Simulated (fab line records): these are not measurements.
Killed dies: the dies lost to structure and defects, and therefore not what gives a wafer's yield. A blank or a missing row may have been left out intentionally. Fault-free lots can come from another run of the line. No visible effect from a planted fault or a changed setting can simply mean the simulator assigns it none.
Which tool did it? | flow berkeley-cmos170 | 14 lots with 42 wafers sampled at 5 steps, on a route of 331 steps

WHAT THE GAUGES SHOWED, per wafer
UCB170_ACTIVE_CD_MEAS_90: target cd 1200 nm.
lot  | measured    | on        | cd-nm (nm)
L355 | day 4 09:23 | cd-sem-02 | 1199.1 1198.5 1199.9
L356 | day 4 09:28 | cd-sem-01 | 1201.3 1200.6 1200.2
L358 | day 4 14:55 | cd-sem-02 | 1199.1 1201.0 1201.0
L357 | day 4 15:01 | cd-sem-02 | 1199.6 1199.9 1200.8
L360 | day 5 06:47 | cd-sem-01 | 1201.6 1200.0 1203.2
L361 | day 5 19:08 | cd-sem-01 | 1200.5 1199.3 1200.7
L362 | day 5 23:43 | cd-sem-02 | 1197.4 1198.0 1198.5
L364 | day 6 03:04 | cd-sem-02 | 1201.1 1201.0 1202.8
L365 | day 6 03:11 | cd-sem-01 | 1201.8 1200.1 1199.0
L366 | day 6 12:11 | cd-sem-02 | 1200.0 1199.9 1200.6
L371 | day 7 16:16 | cd-sem-01 | 1200.8 1199.5 1199.9
L372 | day 7 22:13 | cd-sem-02 | 1200.5 1200.3 1200.3
L373 | day 7 22:26 | cd-sem-01 | 1199.2 1199.9 1198.8
L378 | day 9 08:41 | cd-sem-02 | 1200.3 1199.5 1201.0

UCB170_SACOX_THK_MEAS_02.
lot  | measured     | on            | SACOX_OXIDE_THK (nm)
L355 | day 5 09:08  | film-metro-04 | 14.7 14.6 14.6
L356 | day 5 09:04  | film-metro-01 | 14.3 14.6 14.6
L358 | day 5 14:47  | film-metro-01 | 14.1 14.2 14.1
L357 | day 5 14:46  | film-metro-02 | 14.5 14.4 14.6
L360 | day 6 08:59  | film-metro-02 | 14.7 14.7 14.6
L361 | day 6 13:46  | film-metro-02 | 14.4 14.5 14.5
L362 | day 6 20:20  | film-metro-01 | 14.5 14.4 14.6
L364 | day 6 20:23  | film-metro-02 | 14.2 14.5 14.5
L365 | day 6 20:20  | film-metro-04 | 14.1 13.9 14.2
L366 | day 7 08:06  | film-metro-02 | 14.0 14.4 14.3
L371 | day 8 10:11  | film-metro-02 | 13.8 13.7 13.7
L372 | day 8 22:46  | film-metro-02 | 13.8 14.1 14.2
L373 | day 8 22:50  | film-metro-02 | 14.0 14.0 13.8
L378 | day 10 05:59 | film-metro-02 | 14.0 14.4 14.2

UCB170_GATE_THK_MEAS_05.
lot  | measured     | on            | GATE_POLY_THK (nm)
L355 | day 6 14:30  | film-metro-02 | 216.8 214.6 217.3
L356 | day 6 14:29  | film-metro-04 | 212.7 212.2 213.4
L358 | day 6 14:34  | film-metro-02 | 216.2 214.0 215.5
L357 | day 6 14:33  | film-metro-04 | 214.2 214.1 214.4
L360 | day 7 04:13  | film-metro-02 | 213.6 215.6 215.2
L361 | day 7 11:23  | film-metro-02 | 212.1 209.4 209.6
L362 | day 7 23:03  | film-metro-02 | 211.8 211.4 211.7
L364 | day 7 22:59  | film-metro-04 | 212.0 211.5 210.5
L365 | day 7 23:03  | film-metro-04 | 215.3 214.5 214.9
L366 | day 8 01:45  | film-metro-04 | 216.0 217.7 215.9
L371 | day 9 10:14  | film-metro-04 | 216.9 214.9 216.1
L372 | day 9 19:17  | film-metro-02 | 233.1 232.2 231.5
L373 | day 9 19:22  | film-metro-02 | 236.4 234.7 234.6
L378 | day 11 07:19 | film-metro-01 | 217.5 215.8 217.0

UCB170_GATE_OVL_MEAS_13.
lot  | measured     | on         | GATE_OVL (nm)
L355 | day 6 16:15  | overlay-02 | -3 0 1
L356 | day 6 16:07  | overlay-02 | 0 -1 4
L358 | day 6 16:27  | overlay-02 | -6 7 -1
L357 | day 6 16:24  | overlay-01 | -1 13 10
L360 | day 7 05:29  | overlay-01 | 4 5 4
L361 | day 7 12:52  | overlay-01 | 5 2 0
L362 | day 8 01:26  | overlay-02 | 6 -1 7
L364 | day 8 00:21  | overlay-01 | 7 4 -8
L365 | day 8 01:42  | overlay-01 | 4 -2 -6
L366 | day 8 04:36  | overlay-01 | 4 1 2
L371 | day 9 11:34  | overlay-02 | 0 0 2
L372 | day 9 21:52  | overlay-01 | 10 1 5
L373 | day 9 22:10  | overlay-02 | 0 -1 7
L378 | day 11 08:46 | overlay-01 | 5 4 8

WHAT TOOL EACH LOT RAN ON (gives the tool, then ch and the chambers of the sampled wafers, and finally the start)
lot  | UCB170_GATE_CVD_04
L355 | lpcvd-02 ch 0, day 6 13:05
L356 | lpcvd-02 ch 1, day 6 13:05
L358 | lpcvd-02 ch 0, day 6 13:05
L357 | lpcvd-02 ch 1, day 6 13:05
L360 | lpcvd-01 ch 1, day 7 02:49
L361 | lpcvd-01 ch 0, day 7 09:59
L362 | lpcvd-01 ch 1, day 7 21:35
L364 | lpcvd-01 ch 0, day 7 21:35
L365 | lpcvd-01 ch 0, day 7 21:35
L366 | lpcvd-02 ch 1, day 8 00:20
L371 | lpcvd-01 ch 0, day 9 08:49
L372 | lpcvd-02 ch 1, day 9 17:50
L373 | lpcvd-02 ch 1, day 9 17:50
L378 | lpcvd-01 ch 1, day 11 05:12
- UCB170_GATE_CVD_04: deposits poly-Si from SiH4, time 1440 s, target thk 214 nm.

AS READ BY THE TOOLS THEMSELVES (means over the sampled wafers that have a number; for cases with no such wafer, the mark the record gives instead)
UCB170_GATE_CVD_04.
lot  | tool     | pressure-mtorr (mTorr) | spike-tc-centre-C (C) | zone-power-source-pct (%)
L355 | lpcvd-02 | 374.5                  | 613.9                 | 11.65
L356 | lpcvd-02 | 375.8                  | 613.1                 | 11.56
L358 | lpcvd-02 | 375.7                  | 613.5                 | 11.57
L357 | lpcvd-02 | 375.6                  | 612.0                 | 11.58
L360 | lpcvd-01 | 374.3                  | 613.0                 | 11.31
L361 | lpcvd-01 | 375.6                  | 613.0                 | 11.50
L362 | lpcvd-01 | 376.1                  | 612.9                 | 11.23
L364 | lpcvd-01 | 375.4                  | 612.6                 | 11.53
L365 | lpcvd-01 | 375.3                  | 613.5                 | 11.64
L366 | lpcvd-02 | 375.6                  | 612.7                 | 11.52
L371 | lpcvd-01 | 374.3                  | 613.8                 | 11.49
L372 | lpcvd-02 | 449.6                  | 613.4                 | 11.53
L373 | lpcvd-02 | 450.2                  | 614.2                 | 11.61
L378 | lpcvd-01 | 374.3                  | 614.1                 | 11.27

THE ANSWER, worked out from the rows above alone
Rule: the lots themselves supply what counts as usual. The widest of any qualifying gaps counts: lots, ordered by their means at a reading, are off when they make up no more than a third of the lots, leave a main group of 4 or more, and stand apart from it by 3 or more times the standard deviation of that group's means. Not used: any main group whose means are identical at the precision the tables above print for the reading. Also off: a lot with no number at a reading for which 4 or more lots have one. All remaining lots with rows at the step are treated as sound. Order of review: gauges by route order, followed by the tools' own readings, for which a lot's mean as printed above is used. The first step at which some lot is off is used, and at that step the reading that is off furthest; a lot without a number counts as furthest.
Off: at UCB170_GATE_THK_MEAS_05 (GATE_POLY_THK), L372, L373. The main group: mean 214.2 nm, standard deviation 2.1.
A tool fits if, at a process step before that reading, it ran every lot that is off, and no sound lot after the first of them. Not tried: the gauges at UCB170_GATE_THK_MEAS_05; whatever is off there is also off at UCB170_GATE_CVD_04, on other tools, and gauge error can't account for it. One candidate fits, namely lpcvd-02 at UCB170_GATE_CVD_04. Its last sound lot is L366 (day 8 00:20), its first lot that is off L372 (day 9 17:50): a fault that began between those two fits.
On the lots that are off, the tool's own readings at UCB170_GATE_CVD_04 differ by more than 5 times the standard deviation of the sound lots' means, which bears it out; pressure-mtorr reads 449.9 mTorr there versus 375.2 mTorr on the sound lots.

WHAT HAD BEEN PUT IN BY THE SIMULATOR
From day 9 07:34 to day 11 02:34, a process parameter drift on lpcvd-02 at UCB170_GATE_CVD_04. A move of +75 in setting pressure-mtorr, from 375. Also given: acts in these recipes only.
Lots struck among those shown: L372, L373. The same result came from the rule above.
